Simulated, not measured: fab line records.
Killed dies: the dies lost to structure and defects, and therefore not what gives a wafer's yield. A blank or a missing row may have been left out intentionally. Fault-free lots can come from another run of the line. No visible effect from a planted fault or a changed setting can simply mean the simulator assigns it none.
8D (eight disciplines) problem report, filled in by code | flow berkeley-cmos170 | the parts of the form that need people (team, actions taken, sign-off) are left out

## 1. WHAT IS WRONG
Across 6 wafers from 2 lots, PLDD_TW at UCB170_PLDD_TW_MEAS_11 averages 954, while fault-free wafers read 1011 with a standard deviation of 6.9. That puts it -8.2 standard deviations away from the usual mean.
First seen on wafer L996.1, day 7 13:31, on film-metro-02. The record holds 39 wafers of 13 lots with a number at this step. Rule for "out" (also "out of limits"): further than 4 standard deviations from the usual mean. Any other wafer with a number is counted as sound.

## 2. WHAT IT IS, AND WHAT IT ISN'T
question                    | is                           | is not
which readings at this step | PLDD_TW                      | -
which lots                  | L996, L998                   | L101, L105, L106, L109, L111, L112, L113, L114, L991, L992, L994
which wafers of those lots  | all that have a number       | -
read on which gauges        | film-metro-02, film-metro-04 | film-metro-01
when                        | from day 7 13:31             | up to then (9 sound wafers); but 24 sound wafers of L101, L105, L106, L109, L111, L112, L113, L114 came after

## 3. THE SUSPECTS, EACH WITH WHAT RULES IT OUT
Counting: a tool stays on the suspect list if, at a process step up to the reading, it processed all lots that are out and no sound lot following the first of them.
- ruled out: the gauge at UCB170_PLDD_TW_MEAS_11. 2 gauges (film-metro-02, film-metro-04) read the wafers that are out.
- implanter-01 at UCB170_PLDD_IMPLANT_08: ruled out as a lasting fault. Sound lots L112 ran on it after its first lot that is out, L996 (day 7 13:07).
Left after counting: nothing in the record.

## 4. THE CAUSE (what the simulator had put in)
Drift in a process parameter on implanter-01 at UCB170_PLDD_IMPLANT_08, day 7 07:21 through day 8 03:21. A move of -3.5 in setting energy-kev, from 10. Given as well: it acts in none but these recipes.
Counting ruled it out, wrongly: the rule takes a fault to strike every lot that its tool runs from its start on, and this one did not.

## 5. THE CHAIN OF EFFECTS, in route order
Each row: a reading where the mean over the struck wafers with a number is more than 3 standard deviations away from the usual. Only readings for which the record gives a usual standard deviation are gone through. hours: the time from each lot's start at the first step in this table that gives one to its start at this step, as a median over the lots. sigmas: the change in usual standard deviations.
hours | step                       | reading            | usual         | on struck wafers | change  | sigmas
0     | UCB170_PLDD_IMPLANT_08     | beam-energy-keV    | 9.9998        | 6.4997           | -3.5001 | -99 or more
0     | UCB170_PLDD_IMPLANT_08     | beam-on-s          | 10.15 s       | 19.16            | +9.01   | +32
0     | UCB170_PLDD_IMPLANT_08     | faraday-current-uA | 156           | 83               | -73     | -17
0     | UCB170_PLDD_TW_MEAS_11     | PLDD_TW            | 1011          | 954              | -56     | -8.2
13    | UCB170_SDANNEAL_RS_MEAS_04 | PLDD_RS            | 1032.9 ohm/sq | 1052.1           | +19.2   | +6.6
The process steps in it:
- UCB170_PLDD_IMPLANT_08

## 6. HOW IT WOULD HAVE BEEN CAUGHT EARLIER
Counted from the fault's start at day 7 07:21, it took 6 hours until the first out-of-limits reading at a measuring or inspecting step in this record, taken at day 7 13:31.
At UCB170_PLDD_IMPLANT_08, the tool's own readings (beam-energy-keV, beam-on-s, faraday-current-uA) were out on each struck wafer the step has a row for, so an alarm limit on them would have fired on the first such wafer.
